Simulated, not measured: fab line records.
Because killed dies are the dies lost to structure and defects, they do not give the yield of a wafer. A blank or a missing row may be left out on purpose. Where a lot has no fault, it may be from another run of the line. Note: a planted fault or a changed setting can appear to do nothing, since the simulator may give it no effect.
A lot that was struck, set against a sound lot	flow rit-cmos	18 out of 202 route steps
Sound: these wafers, L994.2, L994.5, L994.6. Wafers L102.1, L102.4, L102.6 were the ones struck. At the end, the cause is stated.
Order at every step that has rows: each side's tool, ch and its chambers, its first start. Under that, the readings that differ: sound wafers	struck wafers	difference of the means	sigmas: that difference in standard deviations of wafers without a fault.
alike: same words and numbers on both sides, and readings whose means sit less than 2 such deviations apart. not compared: any withheld reading, any reading some wafer has no value for, any bound like >300 that may hide the same value, and any number with overlapping values for which the record gives no deviation.
A row with sigmas, a row that says differs or no value, or rows on one side alone: a step with any of these is where the two part. Numbers that don't overlap but have no deviation are shown without sigmas and don't part them. A reading that every wafer of one side lacks parts them only if that side has two wafers or more.

first, 1 step without rows for these wafers: RIT_GATE_HARDBAKE_18 (time 60 s).
RIT_GATE_ETCH_19: etches poly-Si in SF6/CHF3/O2, stops on SiO2, time 165 s, target depth 312.5 nm.
  sound on rie-si-02 ch 0,3, day 3 05:55; struck on rie-si-02 ch 2,3, day 4 20:19
  alike: drypump-motor-current-A, oes-product-au, throttle-valve-pct
  not compared: rf-hours-counter-h
RIT_GATE_STRIP_20: strips in O2, time 180 s.
  sound on plasma-asher-03 ch 0,1, day 3 06:02; struck on plasma-asher-03 ch 0,1, day 4 20:25
  alike: drypump-motor-current-A, o2-flow-sccm
  not compared: rf-hours-counter-h
RIT_GATE_CD_MEAS_90: the cd target is 150 nm.
  struck on cd-sem-01, day 4 20:36; sound on cd-sem-01, day 3 06:14
  alike: cd-nm
then, 4 steps without rows for these wafers: RIT_REOX_CLEAN_00 (cleans in SC1, time 600 s); RIT_REOX_CLEAN_01 (cleans in dHF, time 30 s); RIT_REOX_CLEAN_02 (cleans in SC2, time 600 s); RIT_REOX_OXIDATION_03 (target thk 25.2 nm, ox time 5580 s).
RIT_REOX_THK_MEAS_04:
  struck on film-metro-03, day 5 00:40; sound on film-metro-01, day 3 09:35
  alike: REOX_OXIDE_THK
then, 3 steps without rows for these wafers: RIT_NLDD_HMDS_00 (prime time 60 s); RIT_NLDD_COAT_01 (resist thk 1000 nm); RIT_NLDD_SOFTBAKE_02 (time 60 s).
RIT_NLDD_EXPOSE_03: exposes mask M7, target cd 40700 nm.
  sound on iline-stepper-02 ch 0, day 3 10:18; struck on iline-stepper-01 ch 0, day 5 01:19
reading	sound	struck	difference	sigmas
model.NLDD.overlay-x-nm (nm)	-0.6667 -0.6667 -0.6667	7.911 7.911 7.911	+8.578	
  alike: mask
then, 2 steps without rows for these wafers: RIT_NLDD_PEB_04; RIT_NLDD_DEVELOP_05 (develop time 50 s).
RIT_NLDD_OVL_MEAS_06:
  struck on overlay-02, day 5 01:43; sound on overlay-01, day 3 10:43
reading	sound	struck	difference	sigmas
NLDD_OVL (nm)	-2.3 -1.8 -4.2	9.2 7.6 7.6	+10.9	+7
then, 1 step without rows for these wafers: RIT_NLDD_HARDBAKE_07 (time 60 s).
RIT_M1_PROBE_99:
  struck on prober-02, day 5 18:35; sound on prober-02, day 4 04:05
  alike: killed-at-front-end, killed-dies, killed-open, killed-short

WHERE THEY PART
Only at RIT_NLDD_OVL_MEAS_06, within this record. Later steps at which nothing parts them and some readings are alike: RIT_M1_PROBE_99.

WHY: the cause the simulator had injected
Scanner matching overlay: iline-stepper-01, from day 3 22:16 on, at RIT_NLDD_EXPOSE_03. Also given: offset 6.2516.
